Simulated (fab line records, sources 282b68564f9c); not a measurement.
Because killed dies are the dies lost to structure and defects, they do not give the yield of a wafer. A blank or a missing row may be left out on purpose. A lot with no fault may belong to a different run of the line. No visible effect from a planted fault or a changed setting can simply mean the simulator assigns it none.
A struck lot beside a sound one ; flow rit cmos ; 43 out of 202 route steps
Sound: wafers L284.3, L284.4, L284.5. The struck wafers were L290.3, L290.4, L290.6. At the end, the cause is stated.
Per side, at each step with rows, come the tool, then ch with its chambers, and then its first start. Under that, the readings that differ: sound wafers ; struck wafers ; difference of the means ; sigmas: that difference in standard deviations of wafers without a fault.
alike: readings whose means differ by less than 2 such deviations, and words and numbers that are the same on both sides. not compared: withheld readings, readings that some wafer has no value for, bounds like >300 that may hide the same value, and numbers for which the record gives no deviation and whose values overlap.
The two part at a step that has a row with sigmas, a row that says differs or no value, or rows on one side only. When numbers do not overlap yet have no deviation, they are printed without sigmas and do not part them. A reading that every wafer of one side lacks parts them only if that side has two wafers or more.

first, 4 steps without rows for these wafers: RIT_GATE_SOFTBAKE_12 (time 60 s); RIT_GATE_EXPOSE_13 (exposes mask M6, target cd 150 nm); RIT_GATE_PEB_14; RIT_GATE_DEVELOP_15 (develop time 50 s).
RIT_GATE_CD_MEAS_16: the cd target is 150 nm.
  sound on cd sem-01 at day 5 01:59; struck on cd sem-01 at day 6 13:55
  alike: cd nm
RIT_GATE_OVL_MEAS_17:
  sound on overlay-02 at day 5 02:05; struck on overlay-02 at day 6 14:01
  alike: GATE_OVL
then, 1 step without rows for these wafers: RIT_GATE_HARDBAKE_18 (time 60 s).
RIT_GATE_ETCH_19: etches poly-Si in SF6/CHF3/O2, stops on SiO2, time 165 s, target depth 312.5 nm.
  sound on rie si-02 ch 0,1,3, day 5 02:16; struck on rie si-02 ch 1,2,3, day 6 14:11
  alike: O2_flow_sccm, drypump motor current A, oes product au, throttle valve pct
  not compared: rf hours counter h
RIT_GATE_STRIP_20: strips in O2, time 180 s.
  sound on plasma asher-03 ch 0,1, day 5 02:25; struck on plasma asher-04 ch 0,1, day 6 14:21
  alike: drypump motor current A
  not compared: rf hours counter h
RIT_GATE_CD_MEAS_90: the cd target is 150 nm.
  sound on cd sem-02 at day 5 02:35; struck on cd sem-02 at day 6 14:31
reading;sound;struck;difference;sigmas
cd nm (nm);154 153 154;146 148 147;-7;-2
then, 2 steps without rows for these wafers: RIT_REOX_CLEAN_00 (cleans in SC1, time 600 s); RIT_REOX_CLEAN_01 (cleans in dHF, time 30 s).
RIT_REOX_CLEAN_02: cleans in SC2, time 600 s.
  sound on wet bench-04 ch 2, day 5 02:52; struck on wet bench-04 ch 1, day 6 14:47
then, 1 step without rows for these wafers: RIT_REOX_OXIDATION_03 (target thk 25.2 nm, ox time 5580 s).
RIT_REOX_THK_MEAS_04:
  sound on film metro-04 at day 5 06:28; struck on film metro-03 at day 6 18:13
  alike: REOX_OXIDE_THK
then, 6 steps without rows for these wafers: RIT_NLDD_HMDS_00 (prime time 60 s); RIT_NLDD_COAT_01 (resist thk 1000 nm); RIT_NLDD_SOFTBAKE_02 (time 60 s); RIT_NLDD_EXPOSE_03 (exposes mask M7, target cd 40700 nm); RIT_NLDD_PEB_04; RIT_NLDD_DEVELOP_05 (develop time 50 s).
RIT_NLDD_OVL_MEAS_06:
  sound on overlay-01 at day 5 07:22; struck on overlay-02 at day 6 19:18
reading;sound;struck;difference;sigmas
NLDD_OVL (nm);-0.7 0.7 -0.8;1.9 3.4 2.4;+2.8;+2
then, 2 steps without rows for these wafers: RIT_NLDD_HARDBAKE_07 (time 60 s); RIT_NLDD_IMPLANT_08.
RIT_NLDD_STRIP_09: strips in O2, time 180 s.
  sound on plasma asher-03 ch 0,1, day 5 07:45; struck on plasma asher-03 ch 0,1, day 6 19:44
  alike: drypump motor current A
  not compared: rf hours counter h
RIT_NLDD_TW_MEAS_10:
  sound on film metro-03 at day 5 07:53; struck on film metro-01 at day 6 19:53
  alike: NLDD_TW
then, 6 steps without rows for these wafers: RIT_PLDD_HMDS_00 (prime time 60 s); RIT_PLDD_COAT_01 (resist thk 1000 nm); RIT_PLDD_SOFTBAKE_02 (time 60 s); RIT_PLDD_EXPOSE_03 (exposes mask M8, target cd 40900 nm); RIT_PLDD_PEB_04; RIT_PLDD_DEVELOP_05 (develop time 50 s).
RIT_PLDD_OVL_MEAS_06:
  sound on overlay-02 at day 5 08:47; struck on overlay-02 at day 6 20:54
  alike: PLDD_OVL
then, 2 steps without rows for these wafers: RIT_PLDD_HARDBAKE_07 (time 60 s); RIT_PLDD_IMPLANT_08.
RIT_PLDD_STRIP_09: strips in O2, time 180 s.
  sound on plasma asher-02 ch 0,1, day 5 09:10; struck on plasma asher-02 ch 0,1, day 6 21:17
  alike: drypump motor current A
  not compared: rf hours counter h
RIT_PLDD_TW_MEAS_10:
  sound on film metro-01 at day 5 09:19; struck on film metro-01 at day 6 21:25
  alike: PLDD_TW
then, 4 steps without rows for these wafers: RIT_SPACER_CLEAN_00 (cleans in SC1, time 600 s); RIT_SPACER_CLEAN_01 (cleans in dHF, time 30 s); RIT_SPACER_CLEAN_02 (cleans in SC2, time 600 s); RIT_SPACER_CVD_03 (deposits Si3N4 from SiH2Cl2/NH3, target thk 250 nm, time 3300 s).
RIT_SPACER_THK_MEAS_04:
  sound on film metro-04 at day 5 11:39; struck on film metro-04 at day 6 23:47
reading;sound;struck;difference;sigmas
SPACER_NITRIDE_THK (nm);250.3 249.8 247.4;255.9 254.2 255.8;+6.1;+2
RIT_M1_PROBE_99:
  sound on prober-02 at day 5 23:47; struck on prober-02 at day 7 10:53
reading;sound;struck;difference;sigmas
model.etest.diode nwell sub.leak log10 a cm2;-7.542 -7.578 -7.342;-6.7 -6.721 -6.835;+0.7;
  alike: killed at contacts, killed at front end, killed dies, killed on rim, killed open, killed short

WHERE THEY PART
First at RIT_GATE_CD_MEAS_90; last, within this record, at RIT_SPACER_THK_MEAS_04. Later steps at which nothing parts them and some readings are alike: RIT_M1_PROBE_99.

WHY: whatever the simulator had introduced
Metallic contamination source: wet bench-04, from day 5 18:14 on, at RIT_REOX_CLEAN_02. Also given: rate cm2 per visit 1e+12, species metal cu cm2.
